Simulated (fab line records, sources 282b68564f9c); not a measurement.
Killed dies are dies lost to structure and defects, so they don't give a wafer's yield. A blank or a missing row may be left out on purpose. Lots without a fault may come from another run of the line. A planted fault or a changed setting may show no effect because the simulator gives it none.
A struck lot beside a sound one | flow rit_cmos | 16 steps out of a route of 202
Sound: wafers L489.1, L489.2, L489.4. Struck: wafers L499.1, L499.2, L499.4. The cause comes at the end.
At each step with rows: each side's tool, then ch and its chambers, then its first start. Under that, the readings that differ: sound wafers | struck wafers | difference of the means | sigmas: that difference in standard deviations of wafers without a fault.
alike: readings whose means differ by less than 2 such deviations, and words and numbers that are the same on both sides. not compared: withheld readings, readings that some wafer has no value for, bounds like >300 that may hide the same value, and numbers for which the record gives no deviation and whose values overlap.
The two part at a step that has a row with sigmas, a row that says differs or no value, or rows on one side only. Numbers that don't overlap but have no deviation are shown without sigmas and don't part them. A reading that every wafer of one side lacks parts them only if that side has two wafers or more.

RIT_ACTIVE_BOW_MEAS_00:
  sound on film_metro-01, day 2 21:00; struck on film_metro-01, day 4 23:00
  alike: INCOMING_BOW
then, 1 step without rows for these wafers: RIT_ACTIVE_OXIDATION_01 (target thk 46.8 nm, ox time 3360 s).
RIT_ACTIVE_THK_MEAS_02:
  sound on film_metro-01, day 2 23:08; struck on film_metro-03, day 5 01:03
  alike: ACTIVE_OXIDE_THK
then, 1 step without rows for these wafers: RIT_ACTIVE_CVD_03 (deposits Si3N4 from SiH2Cl2/NH3, target thk 150 nm, time 1500 s).
RIT_ACTIVE_THK_MEAS_04:
  sound on film_metro-03, day 3 01:06; struck on film_metro-01, day 5 02:32
  alike: ACTIVE_NITRIDE_THK
then, 3 steps without rows for these wafers: RIT_ACTIVE_HMDS_05 (prime time 60 s); RIT_ACTIVE_COAT_06 (resist thk 1000 nm); RIT_ACTIVE_SOFTBAKE_07 (time 60 s).
RIT_ACTIVE_EXPOSE_08: exposes mask M1, target cd 1400 nm.
  sound on iline_stepper-01 ch 0, day 3 01:37; struck on iline_stepper-02 ch 0, day 5 03:02
  reading              | sound                | struck               | difference | sigmas
  exposure_dose_mJ_cm2 | 225.24 225.03 225.30 | 215.30 214.98 215.24 | -10.02     | -39
  alike: mask
then, 2 steps without rows for these wafers: RIT_ACTIVE_PEB_09; RIT_ACTIVE_DEVELOP_10 (develop time 50 s).
RIT_ACTIVE_CD_MEAS_11: target cd 1400 nm.
  sound on cd_sem-02, day 3 02:01; struck on cd_sem-02, day 5 03:26
  alike: cd_nm
then, 1 step without rows for these wafers: RIT_ACTIVE_HARDBAKE_12 (time 60 s).
RIT_ACTIVE_ETCH_13: etches Si3N4 in SF6, stops on SiO2, time 210 s, target depth 210 nm.
  sound on rie_diel-01 ch 0,1,2, day 3 02:17; struck on rie_diel-04 ch 0,1,2, day 5 03:43
  alike: drypump_motor_current_A, oes_product_au, throttle_valve_pct
  not compared: rf_hours_counter_h, model.ACTIVE.cd_nm
RIT_ACTIVE_STRIP_14: strips in O2, time 180 s.
  sound on plasma_asher-01 ch 0,1, day 3 02:25; struck on plasma_asher-04 ch 0,1, day 5 03:50
  alike: drypump_motor_current_A
  not compared: rf_hours_counter_h
RIT_M1_PROBE_99:
  sound on prober-02, day 4 20:29; struck on prober-02, day 6 23:14
  reading                             | sound          | struck         | difference | sigmas
  model.etest.pplus_sal.width_nm (nm) | 3487 3497 3484 | 3458 3482 3445 | -28        |
  model.etest.nplus_sal.width_nm (nm) | 3492 3472 3473 | 3441 3463 3434 | -33        |
  model.etest.nldd.width_nm (nm)      | 3243 3256 3260 | 3214 3212 3214 | -40        |
  model.etest.pldd.width_nm (nm)      | 3228 3256 3249 | 3199 3217 3201 | -39        |
  alike: killed_at_M0_to_M3, killed_at_contacts, killed_at_front_end, killed_dies, killed_open, killed_short

WHERE THEY PART
Only at RIT_ACTIVE_EXPOSE_08, within this record. Later steps at which nothing parts them and some readings are alike: RIT_ACTIVE_CD_MEAS_11, RIT_ACTIVE_ETCH_13, RIT_ACTIVE_STRIP_14, RIT_M1_PROBE_99.

WHY: what the simulator had put in
Process parameter drift: iline_stepper-02, from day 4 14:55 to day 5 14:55, at RIT_ACTIVE_EXPOSE_08. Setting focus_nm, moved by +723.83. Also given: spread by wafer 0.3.
